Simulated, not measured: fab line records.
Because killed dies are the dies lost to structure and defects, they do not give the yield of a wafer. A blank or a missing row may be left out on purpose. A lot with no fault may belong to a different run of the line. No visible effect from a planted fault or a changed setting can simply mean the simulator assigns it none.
The tool behind it: which one?	flow berkeley_cmos170	21 wafers from 7 lots sampled at 2 of the route's 331 steps

## WHAT THE GAUGES READ, wafer by wafer
UCB170_GATE_THK_MEAS_05.
lot	measured	on	GATE_POLY_THK (nm)
L536	day 6 20:07	film_metro-04	215.2 216.0 216.3
L538	day 7 07:36	film_metro-04	161.8 164.2 163.1 161.7 164.2 163.0
L548	day 10 02:41	film_metro-02	215.8 214.7 211.4
L550	day 10 02:41	film_metro-04	214.8 216.5 217.1
L554	day 10 21:05	film_metro-04	217.1 216.0 217.9
L555	day 11 07:34	film_metro-02	215.2 213.7 215.5
L557	day 11 23:26	film_metro-01	219.6 218.8 218.4

## TOOL THAT RAN EACH LOT (tool first, then ch and the chambers of the sampled wafers, then the start)
lot	UCB170_GATE_CVD_04
L536	lpcvd-02 ch 1, day 6 18:43
L538	lpcvd-02 ch 1, day 7 06:11
L548	lpcvd-01 ch 0, day 10 01:17
L550	lpcvd-01 ch 1, day 10 01:17
L554	lpcvd-02 ch 0, day 10 19:40
L555	lpcvd-02 ch 1, day 11 06:10
L557	lpcvd-02 ch 1, day 11 22:02
- UCB170_GATE_CVD_04: deposits poly-Si from SiH4, time 1440 s, target thk 214 nm.

## THE ANSWER, worked out from the rows above alone
Rule: the usual values come from the lots themselves. The widest of any qualifying gaps counts: lots, ordered by their means at a reading, are off when they make up no more than a third of the lots, leave a main group of 4 or more, and stand apart from it by 3 or more times the standard deviation of that group's means. A main group whose means are all the same, to the digits that the tables above print for the reading, isn't used. Also off: a lot with no number at a reading for which 4 or more lots have one. Where the step has rows for the other lots, those lots are counted as sound.
Off: L538, seen at UCB170_GATE_THK_MEAS_05 (GATE_POLY_THK). The main group has a mean of 216.1 nm with a standard deviation of 1.6.
A tool fits if, at a process step before that reading, it ran every lot that is off, and no sound lot after the first of them. The gauges at UCB170_GATE_THK_MEAS_05 are tried like those tools. Not one of the candidates tried fits.

## WHAT HAD BEEN PUT IN BY THE SIMULATOR
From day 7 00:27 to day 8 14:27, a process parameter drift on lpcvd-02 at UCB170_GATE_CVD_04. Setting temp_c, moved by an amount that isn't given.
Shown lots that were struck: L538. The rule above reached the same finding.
